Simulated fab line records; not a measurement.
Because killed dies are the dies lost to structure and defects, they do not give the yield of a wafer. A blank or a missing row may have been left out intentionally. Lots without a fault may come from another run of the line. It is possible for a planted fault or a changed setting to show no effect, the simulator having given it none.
A struck lot beside a sound one -- flow rit_cmos -- 14 out of 202 route steps
Sound: these wafers, L669.2, L669.5, L669.6. Wafers L685.1, L685.4, L685.5 were the ones struck. The cause is named last.
Per side, at each step with rows, come the tool, then ch with its chambers, and then its first start. Under that, the readings that differ: sound wafers -- struck wafers -- difference of the means -- sigmas: that difference in standard deviations of wafers without a fault.
alike: words and numbers the same on both sides, and readings whose means are apart by under 2 such deviations; not compared: readings that were withheld, readings missing a value for some wafer, numbers with overlapping values and no deviation given by the record, and bounds like >300 which may hide the same value.
Wherever a step has rows on one side only, a row that says differs or no value, or a row with sigmas, the two part there. Numbers that have no deviation but don't overlap get no sigmas and don't part them. Lack of a reading on every wafer of one side parts them only where that side has two or more wafers.

first, 2 steps without rows for these wafers: RIT_PLDD_PEB_04; RIT_PLDD_DEVELOP_05 (develop time 50 s).
RIT_PLDD_OVL_MEAS_06:
  sound on overlay-02 at day 3 10:14; struck on overlay-02 at day 7 04:06
reading,sound,struck,difference,sigmas
PLDD_OVL (nm),0.2 -0.7 -0.4,-3.8 -3.8 -4.1,-3.6,-3
then, 2 steps without rows for these wafers: RIT_PLDD_HARDBAKE_07 (time 60 s); RIT_PLDD_IMPLANT_08.
RIT_PLDD_STRIP_09: strips in O2, time 180 s.
  sound on plasma_asher-01 ch 0,1, day 3 10:34; struck on plasma_asher-03 ch 0, day 7 04:26
  alike: drypump_motor_current_A
  not compared: rf_hours_counter_h
RIT_PLDD_TW_MEAS_10:
  sound on film_metro-03 at day 3 10:44; struck on film_metro-02 at day 7 04:37
  alike: PLDD_TW
then, 4 steps without rows for these wafers: RIT_SPACER_CLEAN_00 (cleans in SC1, time 600 s); RIT_SPACER_CLEAN_01 (cleans in dHF, time 29.54 s); RIT_SPACER_CLEAN_02 (cleans in SC2, time 600 s); RIT_SPACER_CVD_03 (deposits Si3N4 from SiH2Cl2/NH3, target thk 250 nm, time 3300 s).
RIT_SPACER_THK_MEAS_04:
  sound on film_metro-04 at day 3 14:04; struck on film_metro-03 at day 7 06:57
reading,sound,struck,difference,sigmas
SPACER_NITRIDE_THK (nm),244.8 244.7 246.0,251.3 253.1 252.9,+7.3,+3
RIT_SPACER_ETCHBACK_05: etches Si3N4 in SF6/CHF3, stops on SiO2, target depth 250 nm, time 240 s.
  sound on rie_diel-03 ch 1,2,3, day 3 14:07; struck on rie_diel-01 ch 0,1,2, day 7 07:01
reading,sound,struck,difference,sigmas
oes_product_au (a.u.),0.827 0.839 0.834,1.003 0.989 0.998,+0.163,+13
run_length_s (s),268.6 268.6 268.2,172.1 172.1 172.1,-96.4,-99 or more
model.etch.depth_nm (nm),244.9 244.7 246,185.7 185.5 186.4,-59.3,
model.poly-Si_of_GATE_CVD_08.thk_nm (nm),167.7 167.9 166.9,195.5 198.7 197.3,+29.7,
model.Si3N4_of_SPACER_CVD_03.thk_nm (nm),190.8 190.9 191.5,219.1 220.4 220.4,+28.9,
  alike: drypump_motor_current_A, throttle_valve_pct
  not compared: rf_hours_counter_h
RIT_M1_PROBE_99:
  sound on prober-01 at day 4 02:06; struck on prober-02 at day 7 18:14
reading,sound,struck,difference,sigmas
killed_at_contacts,0 0 0,1 0 1,+1,+4
killed_at_front_end,9 6 2,263 264 263,+258,+83
killed_dies,9 6 2,264 264 264,+258,+83
killed_on_rim,2 0 1,70 70 70,+69,+49
  alike: killed_open, killed_short

## WHERE THEY PART
Last at RIT_M1_PROBE_99 as far as this record goes, first at RIT_PLDD_OVL_MEAS_06.

WHY: what the simulator had put in
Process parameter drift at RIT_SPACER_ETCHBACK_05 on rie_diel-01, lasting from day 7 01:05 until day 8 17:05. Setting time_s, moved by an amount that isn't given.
